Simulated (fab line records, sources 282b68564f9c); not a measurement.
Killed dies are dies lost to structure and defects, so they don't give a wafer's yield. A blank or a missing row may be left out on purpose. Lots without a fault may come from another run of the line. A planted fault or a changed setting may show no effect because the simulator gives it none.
fab line records | flow rit_cmos
record lots=5 wafers=27
route steps=202 shown SDANNEAL@153 M1@184
start_h: hours from the record's first day to the start of the lot's first wafer shown | wait_h: hours since the lot's step before | " the same as in the row above | L1.1+2: a row that stands for several wafers | - no value, or no start given | * or withheld: withheld | < > ~ a bound
route shown NAME@n: a module of which the file shows steps, and the number in the route of the first | usual: mean/standard deviation of fault-free wafers | same: alike in all rows | chamber/n: place in a boat | sites: the reading at each site | _std_site: their standard deviation | _edge_site: outer sites' mean less inner sites' | radius_mm: how far each site lies from the wafer's centre | mask NAME#n: copy n | behind: the tool/chamber that last shaped the wafer | hold: why the lot was held/for how many hours/how that ended | device: the transistor (n, p or np) that didn't switch | end of line: the same wafers' tests at the end of the route | a step without rows: its recipe alone | killed: dies lost to structure and defects at the first sort, not the wafer's yield | map: a wafer's dies, x killed, . not, _ none there
set.NAME: the setting as run; set.NAME@STEP: as run at that earlier step | model.NAME: the simulator's own value behind a step, which no gauge read
lots whose settings were changed on purpose; a table a step, a row a wafer
## steps
# step RIT_SDANNEAL_CLEAN_00
# recipe chemistry=SC1 mix=3:3:50 time_s=600 temp_c=75
# columns lot.wafer tool chamber start_h wait_h set.time_s
L076.1+2+3+4+5+6 - - - 0.1 878.3
L078.1+2+3+4+5+6 - - - 0.1 405.1
L079.1+2+3+4+5+6 - - - 0.1 797
L080.1+2+6 wet_bench-04 3 85.66 0.1 600
L085.1+2+3+4+5+6 - - - 0.1 600
# step RIT_M1_SPUTTER_00
# recipe material=Al target_thk_nm=400 power_w=2000 chamber_pressure_pa=0.4 gas=Ar time_s=500 substrate_temp_c=25
# columns lot.wafer tool chamber start_h wait_h set.time_s model.Al_of_M1_SPUTTER_00.thk_nm
L076.1 pvd_sputter-01 - 68.69 0.0 500 399
L076.2 " - " " 500 395.2
L076.3 " - " " 500 397.8
L076.4 " - " " 500 400.7
L076.5 " - " " 500 396.6
L076.6 " - " " 500 401.2
L078.1 pvd_sputter-01 - 75.11 0.0 500 397.9
L078.2 " - " " 500 401.4
L078.3+4 " - " " 315 254.5
L078.5 " - " " 500 395.4
L078.6 " - " " 315 256.5
L079.1 pvd_sputter-02 - 83.04 0.0 500 402.1
L079.2 " - " " 500 398.1
L079.3 " - " " 500 393.1
L079.4 " - " " 500 401.3
L079.5 " - " " 500 403.7
L079.6 " - " " 500 396.6
L080.1 pvd_sputter-04 - 89.47 0.0 500 392.8
L080.2 " - " " 500 392
L080.6 " - " " 500 400.9
L085.1 pvd_sputter-02 - 114.25 0.0 500 402.7
L085.2 " - " " 685.3 553.6
L085.3 " - " " 685.3 541.5
L085.4 " - " " 500 399.3
L085.5 " - " " 500 405.7
L085.6 " - " " 685.3 544.8
# step RIT_M1_RS_MEAS_01
# recipe thk_meas_gauge=four-point-probe reads=Al_of_M1_SPUTTER_00
# usual M1_AL_RS=0.0734/0.00082
# columns lot.wafer tool chamber start_h wait_h set.time_s@M1_SPUTTER_00 M1_AL_RS[ohm/sq]
L076.1 film_metro-01 - 68.98 0.1 500 0.0736
L076.2 " - " " 500 0.0743
L076.3 " - " " 500 0.0737
L076.4 " - " " 500 0.0731
L076.5 " - " " 500 0.0740
L076.6 " - " " 500 0.0731
L078.1 film_metro-01 - 75.41 0.1 500 0.0737
L078.2 " - " " 500 0.0731
L078.3 " - " " 315 0.1170
L078.4 " - " " 315 0.1172
L078.5 " - " " 500 0.0743
L078.6 " - " " 315 0.1161
L079.1 film_metro-01 - 83.34 0.1 500 0.0730
L079.2 " - " " 500 0.0738
L079.3 " - " " 500 0.0747
L079.4 " - " " 500 0.0731
L079.5 " - " " 500 0.0727
L079.6 " - " " 500 0.0740
L080.1 film_metro-01 - 89.77 0.1 500 0.0748
L080.2 " - " " 500 0.0750
L080.6 " - " " 500 0.0733
L085.1 film_metro-04 - 114.54 0.1 500 0.0730
L085.2 " - " " 685.3 0.0528
L085.3 " - " " 685.3 0.0540
L085.4 " - " " 500 0.0736
L085.5 " - " " 500 0.0722
L085.6 " - " " 685.3 0.0538
# step RIT_M1_THK_MEAS_02
# recipe thk_meas_gauge=xrf reads=Al_of_M1_SPUTTER_00
# usual M1_AL_THK=403/5.2
# columns lot.wafer tool chamber start_h wait_h set.time_s@M1_SPUTTER_00 M1_AL_THK[nm]
L076.1 film_metro-01 - 69.10 0.1 500 406
L076.2 " - " " 500 402
L076.3 " - " " 500 404
L076.4 " - " " 500 406
L076.5 " - " " 500 403
L076.6 " - " " 500 410
L078.1 film_metro-01 - 75.53 0.1 500 401
L078.2 " - " " 500 406
L078.3 " - " " 315 257
L078.4 " - " " 315 259
L078.5 " - " " 500 400
L078.6 " - " " 315 258
L079.1 film_metro-01 - 83.46 0.1 500 403
L079.2 " - " " 500 401
L079.3 " - " " 500 397
L079.4 " - " " 500 406
L079.5 " - " " 500 408
L079.6 " - " " 500 401
L080.1 film_metro-01 - 89.89 0.1 500 399
L080.2 " - " " 500 398
L080.6 " - " " 500 406
L085.1 film_metro-04 - 114.66 0.1 500 403
L085.2 " - " " 685.3 554
L085.3 " - " " 685.3 538
L085.4 " - " " 500 399
L085.5 " - " " 500 405
L085.6 " - " " 685.3 539
# step RIT_M1_DEVELOP_08
# recipe resist=NOVOLAK develop_time_s=68 dev_temp_c=23
# columns lot.wafer tool chamber start_h wait_h set.develop_time_s
L076.1+3+6 litho_track-04 0 - - 68
L076.2+4+5 " 0 " " 85.24
L078.1+3+6 litho_track-01 0 - - 87.11
L078.2+4+5 " 0 " " 68
L079.1+4+6 litho_track-04 0 - - 68
L079.2+3+5 " 0 " " 102.2
L080.1+2+6 litho_track-01 0 - - 68
L085.1+2+3+4+5+6 litho_track-04 0 - - 68
# step RIT_M1_CD_MEAS_09
# recipe target_cd_nm=2600
# usual cd_nm=2601.5/2.4
# columns lot.wafer tool chamber start_h wait_h set.develop_time_s@M1_DEVELOP_08 cd_nm
L076.1 cd_sem-02 - 70.17 - 68 2601.6
L076.2 " - " " 85.24 2582.5
L076.3 " - " " 68 2601.5
L076.4 " - " " 85.24 2582.0
L076.5 " - " " 85.24 2580.2
L076.6 " - " " 68 2601.9
L078.1 cd_sem-01 - 76.59 - 87.11 2579.8
L078.2 " - " " 68 2600.0
L078.3 " - " " 87.11 2577.3
L078.4 " - " " 68 2601.4
L078.5 " - " " 68 2601.1
L078.6 " - " " 87.11 2578.4
L079.1 cd_sem-02 - 84.52 - 68 2599.8
L079.2 " - " " 102.2 2564.6
L079.3 " - " " 102.2 2565.1
L079.4 " - " " 68 2599.9
L079.5 " - " " 102.2 2564.7
L079.6 " - " " 68 2597.7
L080.1 cd_sem-02 - 90.97 - 68 2602.9
L080.2 " - " " 68 2605.2
L080.6 " - " " 68 2605.6
L085.1 cd_sem-02 - 115.60 - 68 2603.6
L085.2 " - " " 68 2602.5
L085.3 " - " " 68 2602.1
L085.4 " - " " 68 2604.3
L085.5 " - " " 68 2602.1
L085.6 " - " " 68 2602.8
# step RIT_M1_HARDBAKE_11
# recipe resist=NOVOLAK temp_c=140 time_s=120
# step RIT_M1_METAL_ETCH_12
# recipe stop_on=SiO2 chemistry=Cl2/BCl3 target=Al time_s=165 over_etch_frac=0.5 pressure_mtorr=100 target_depth_a=6000 rf_w=250 Cl2_flow_sccm=60 bcl3_flow_sccm=50
# usual oes_product_au=0.769/0.012
# columns lot.wafer tool chamber start_h wait_h set.time_s@M1_SPUTTER_00 set.develop_time_s@M1_DEVELOP_08 oes_product_au model.M1.cd_nm
L076.1 rie_metal-03 0 70.58 0.2 500 68 0.764 2599
L076.2 " 1 " " 500 85.24 0.775 2581
L076.3 " 0 " " 500 68 0.777 2599
L076.4 " 1 " " 500 85.24 0.781 2581
L076.5 " 0 " " 500 85.24 0.778 2577
L076.6 " 1 " " 500 68 0.773 2601
L078.1 rie_metal-01 0 77.00 0.2 500 87.11 0.756 2580
L078.2 " 1 " " 500 68 0.783 2601
L078.3 " 0 " " 315 87.11 0.602 2576
L078.4 " 1 " " 315 68 0.626 2603
L078.5 " 1 " " 500 68 0.776 2602
L078.6 " 0 " " 315 87.11 0.606 2577
L079.1 rie_metal-03 1 84.93 0.2 500 68 0.776 2598
L079.2 " 0 " " 500 102.2 0.784 2563
L079.3 " 0 " " 500 102.2 0.760 2563
L079.4 " 1 " " 500 68 0.773 2599
L079.5 " 1 " " 500 102.2 0.778 2564
L079.6 " 0 " " 500 68 0.782 2596
L080.1 rie_metal-02 1 91.37 0.2 500 68 0.746 2603
L080.2 " 0 " " 500 68 0.765 2605
L080.6 " 1 " " 500 68 0.758 2606
L085.1 rie_metal-03 0 116.01 0.2 500 68 0.784 2601
L085.2 " 1 " " 685.3 68 0.937 2602
L085.3 " 1 " " 685.3 68 0.928 2601
L085.4 " 0 " " 500 68 0.782 2602
L085.5 " 0 " " 500 68 0.779 2600
L085.6 " 1 " " 685.3 68 0.936 2602
# step RIT_M1_STRIP_13
# recipe chemistry=nmp resist=NOVOLAK temp_c=80 time_s=600 dry=n2_spin
# step RIT_M1_STRIP_14
# recipe chemistry=O2 time_s=180 platen_temp_c=withheld power_w=500 pressure_mtorr=4000 o2_flow_sccm=4000
# step RIT_M1_CD_MEAS_90
# recipe target_cd_nm=2600
# usual cd_nm=2601.1/2.3
# columns lot.wafer tool chamber start_h wait_h set.develop_time_s@M1_DEVELOP_08 cd_nm
L076.1 cd_sem-02 - 71.11 0.1 68 2599.2
L076.2 " - " " 85.24 2580.6
L076.3 " - " " 68 2598.9
L076.4 " - " " 85.24 2581.6
L076.5 " - " " 85.24 2576.9
L076.6 " - " " 68 2601.0
L078.1 cd_sem-01 - 77.52 0.1 87.11 2580.1
L078.2 " - " " 68 2601.0
L078.3 " - " " 87.11 2577.0
L078.4 " - " " 68 2602.2
L078.5 " - " " 68 2601.9
L078.6 " - " " 87.11 2576.6
L079.1 cd_sem-01 - 85.44 0.1 68 2598.3
L079.2 " - " " 102.2 2563.0
L079.3 " - " " 102.2 2562.4
L079.4 " - " " 68 2598.8
L079.5 " - " " 102.2 2563.8
L079.6 " - " " 68 2596.4
L080.1 cd_sem-01 - 91.90 0.1 68 2603.1
L080.2 " - " " 68 2604.6
L080.6 " - " " 68 2605.6
L085.1 cd_sem-02 - 116.54 0.1 68 2601.5
L085.2 " - " " 68 2601.5
L085.3 " - " " 68 2601.1
L085.4 " - " " 68 2602.2
L085.5 " - " " 68 2600.4
L085.6 " - " " 68 2601.9
# step RIT_M1_ANNEAL_15
# recipe temp_c=450 time_s=1800 ambient=forming_gas_H2N2
# step RIT_M1_PROBE_99
# usual killed_at_contacts=0.1/0.23 killed_at_front_end=7.2/2.8 killed_dies=7.3/2.8 killed_open=3.8/1.8 killed_short=3.4/2
# same gross_dies=264 killed_at_M0_to_M3=0 killed_at_M4_up=0 killed_at_back_side=0 killed_at_other=0
# columns lot.wafer tool chamber start_h wait_h set.time_s@SDANNEAL_CLEAN_00 killed_at_contacts killed_at_front_end killed_dies killed_open killed_short model.etest.nldd.width_nm model.etest.pldd.width_nm model.etest.nmos_0p15.drive_ua_um
L076.1 prober-01 - 72.85 0.1 878.3 0 193 193 2 4 - - -
L076.2 prober-01 - 72.90 0.1 878.3 0 189 189 3 2 - - -
L076.3 prober-01 - 72.95 0.2 878.3 0 187 187 7 3 - - -
L076.4 prober-01 - 73.00 0.2 878.3 1 192 193 5 5 - - -
L076.5 prober-01 - 73.05 0.2 878.3 0 187 187 5 1 - - -
L076.6 prober-01 - 73.10 0.2 878.3 0 195 195 3 2 - - -
L078.1 prober-01 - 79.26 0.1 405.1 1 263 264 4 5 - - -
L078.2 prober-01 - 79.31 0.1 405.1 0 264 264 2 4 - - -
L078.3 prober-01 - 79.36 0.2 405.1 0 264 264 6 6 - - -
L078.4 prober-01 - 79.41 0.2 405.1 0 264 264 1 0 - - -
L078.5 prober-01 - 79.46 0.2 405.1 0 264 264 6 9 - - -
L078.6 prober-01 - 79.51 0.2 405.1 0 264 264 3 3 - - -
L079.1 prober-02 - 87.18 0.1 797 0 264 264 6 5 2874 2869 190.7
L079.2 prober-02 - 87.23 0.1 797 0 264 264 6 3 2914 2914 208.3
L079.3 prober-02 - 87.28 0.2 797 0 264 264 4 3 2901 2876 228.7
L079.4 prober-02 - 87.33 0.2 797 0 264 264 7 3 2880 2884 237.3
L079.5 prober-02 - 87.38 0.2 797 0 264 264 0 3 2899 2872 155.2
L079.6 prober-02 - 87.43 0.2 797 0 264 264 3 6 2903 2907 201.5
L080.1 prober-01 - 93.64 0.1 600 0 12 12 5 7 3165 3140 478.3
L080.2 prober-01 - 93.69 0.1 600 0 7 7 4 3 3159 3135 502.8
L080.6 prober-01 - 93.89 0.2 600 0 8 8 2 6 3156 3165 494.2
L085.1 prober-01 - 118.28 0.1 600 0 202 202 4 1 - - -
L085.2 prober-01 - 118.33 0.1 600 0 184 184 4 6 3131 3127 464.1
L085.3 prober-01 - 118.38 0.2 600 0 202 202 5 3 3111 3109 448.3
L085.4 prober-01 - 118.43 0.2 600 0 197 197 0 2 - - -
L085.5 prober-01 - 118.48 0.2 600 0 199 199 2 1 - - -
L085.6 prober-01 - 118.53 0.2 600 0 198 198 2 3 3114 3104 444
# killed by level:class
L076.1 GATE:area_etch=187 GATE:geometric_particle:open=2 FOX1:geometric_particle:short=1 FOX2:geometric_particle:short=1 REOX:geometric_particle:short=1 SPACER:geometric_particle:short=1
L076.2 GATE:area_etch=184 FOX1:geometric_particle:open=1 FOX2:geometric_particle:short=1 GATE:geometric_particle:short=1 GATE:geometric_particle:open=1 REOX:geometric_particle:open=1
L076.3 GATE:area_etch=177 GATE:geometric_particle:open=5 SPACER:geometric_particle:short=2 REOX:geometric_particle:short=1 REOX:geometric_particle:open=1 SPACER:geometric_particle:open=1
L076.4 GATE:area_etch=183 FOX1:geometric_particle:open=1 FOX1:geometric_particle:short=1 FOX2:geometric_particle:short=1 FOX2:geometric_particle:open=1 GATE:geometric_particle:open=1 GATE:geometric_particle:short=1 REOX:geometric_particle:open=1
L076.5 GATE:area_etch=181 GATE:geometric_particle:open=2 FOX1:geometric_particle:open=1 FOX2:geometric_particle:open=1 GATE:geometric_particle:short=1 SPACER:geometric_particle:open=1
L076.6 GATE:area_etch=190 FOX1:geometric_particle:short=2 GATE:geometric_particle:open=2 SPACER:geometric_particle:open=1
L078.1 GATE:area_etch=255 FOX1:geometric_particle:short=2 GATE:geometric_particle:open=2 FOX1:geometric_particle:open=1 FOX2:geometric_particle:short=1 REOX:geometric_particle:open=1 SILICIDE:geometric_particle:short=1 CONTACT:geometric_particle:short=1
L078.2 GATE:area_etch=258 GATE:geometric_particle:short=2 GATE:geometric_particle:open=2 REOX:geometric_particle:short=1 SILICIDE:geometric_particle:short=1
L078.3 GATE:area_etch=252 FOX1:geometric_particle:short=2 FOX2:geometric_particle:open=2 GATE:geometric_particle:short=2 SILICIDE:geometric_particle:open=2 FOX1:geometric_particle:open=1 SPACER:geometric_particle:open=1 REOX:geometric_particle:short=1
L078.4 GATE:area_etch=263 SPACER:geometric_particle:open=1
L078.5 GATE:area_etch=249 SILICIDE:geometric_particle:short=3 FOX1:geometric_particle:open=2 GATE:geometric_particle:short=2 REOX:geometric_particle:short=2 SILICIDE:geometric_particle:open=2 FOX1:geometric_particle:short=1 FOX2:geometric_particle:short=1
L078.6 GATE:area_etch=258 FOX1:geometric_particle:open=1 FOX2:geometric_particle:short=1 GATE:geometric_particle:open=1 GATE:geometric_particle:short=1 REOX:geometric_particle:short=1 SILICIDE:geometric_particle:open=1
L079.1 GATE:area_etch=253 GATE:geometric_particle:short=2 SPACER:geometric_particle:short=2 SPACER:geometric_particle:open=2 SILICIDE:geometric_particle:open=2 GATE:geometric_particle:open=1 REOX:geometric_particle:short=1 REOX:geometric_particle:open=1
L079.2 GATE:area_etch=255 GATE:geometric_particle:open=3 FOX1:geometric_particle:open=1 GATE:geometric_particle:short=1 REOX:geometric_particle:open=1 SPACER:geometric_particle:short=1 SPACER:geometric_particle:open=1 SILICIDE:geometric_particle:short=1
L079.3 GATE:area_etch=257 FOX1:geometric_particle:open=1 FOX2:geometric_particle:short=1 FOX2:geometric_particle:open=1 GATE:geometric_particle:open=1 GATE:geometric_particle:short=1 REOX:geometric_particle:open=1 SPACER:geometric_particle:short=1
L079.4 GATE:area_etch=254 REOX:geometric_particle:open=3 FOX1:geometric_particle:open=2 FOX1:geometric_particle:short=1 GATE:geometric_particle:short=1 REOX:geometric_particle:short=1 SPACER:geometric_particle:open=1 SILICIDE:geometric_particle:open=1
L079.5 GATE:area_etch=261 GATE:geometric_particle:short=2 SILICIDE:geometric_particle:short=1
L079.6 GATE:area_etch=255 GATE:geometric_particle:short=3 GATE:geometric_particle:open=2 SILICIDE:geometric_particle:short=2 REOX:geometric_particle:open=1 REOX:geometric_particle:short=1
L080.1 GATE:geometric_particle:short=5 REOX:geometric_particle:open=2 SILICIDE:geometric_particle:open=2 FOX1:geometric_particle:short=1 FOX2:geometric_particle:open=1 SPACER:geometric_particle:short=1
L080.2 FOX2:geometric_particle:open=2 GATE:geometric_particle:open=2 FOX2:geometric_particle:short=1 GATE:geometric_particle:short=1 SPACER:geometric_particle:short=1
L080.6 GATE:geometric_particle:short=2 SILICIDE:geometric_particle:short=2 FOX1:geometric_particle:short=1 GATE:geometric_particle:open=1 SPACER:geometric_particle:open=1 SPACER:geometric_particle:short=1
L085.1 GATE:area_etch=197 FOX1:geometric_particle:open=1 GATE:geometric_particle:short=1 GATE:geometric_particle:open=1 REOX:geometric_particle:open=1 SPACER:geometric_particle:open=1
L085.2 GATE:area_etch=174 FOX1:geometric_particle:short=2 FOX2:geometric_particle:short=2 GATE:geometric_particle:open=2 GATE:geometric_particle:short=2 SPACER:geometric_particle:open=2
L085.3 GATE:area_etch=194 GATE:geometric_particle:open=3 GATE:geometric_particle:short=3 FOX2:geometric_particle:open=1 SPACER:geometric_particle:open=1
L085.4 GATE:area_etch=195 FOX1:geometric_particle:short=1 FOX2:geometric_particle:short=1
L085.5 GATE:area_etch=196 FOX1:geometric_particle:open=1 SPACER:geometric_particle:short=1 SPACER:geometric_particle:open=1
L085.6 GATE:area_etch=193 GATE:geometric_particle:short=1 GATE:geometric_particle:open=1 REOX:geometric_particle:open=1 REOX:geometric_particle:short=1 SPACER:geometric_particle:short=1
## key
split step=RIT_SDANNEAL_CLEAN_00 setting=time_s stated=600 by=lot
response step=RIT_M1_PROBE_99 reading=model.etest.nldd.width_nm change=-7.43 per=1% r=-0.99
response step=RIT_M1_PROBE_99 reading=model.etest.pldd.width_nm change=-7.4 per=1% r=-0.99
response step=RIT_M1_PROBE_99 reading=model.etest.nmos_0p15.drive_ua_um change=-8.17 per=1% r=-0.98
split step=RIT_M1_SPUTTER_00 setting=time_s stated=500 by=wafer
response step=RIT_M1_SPUTTER_00 reading=model.Al_of_M1_SPUTTER_00.thk_nm change=+3.88 per=1% r=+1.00
response step=RIT_M1_RS_MEAS_01 reading=M1_AL_RS change=-0.000844 per=1% r=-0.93
response step=RIT_M1_THK_MEAS_02 reading=M1_AL_THK change=+3.86 per=1% r=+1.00
response step=RIT_M1_METAL_ETCH_12 reading=oes_product_au change=+0.00422 per=1% r=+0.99
split step=RIT_M1_DEVELOP_08 setting=develop_time_s stated=68 by=wafer
response step=RIT_M1_CD_MEAS_09 reading=cd_nm change=-0.723 per=1% r=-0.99
response step=RIT_M1_METAL_ETCH_12 reading=model.M1.cd_nm change=-0.739 per=1% r=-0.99
response step=RIT_M1_CD_MEAS_90 reading=cd_nm change=-0.739 per=1% r=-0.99
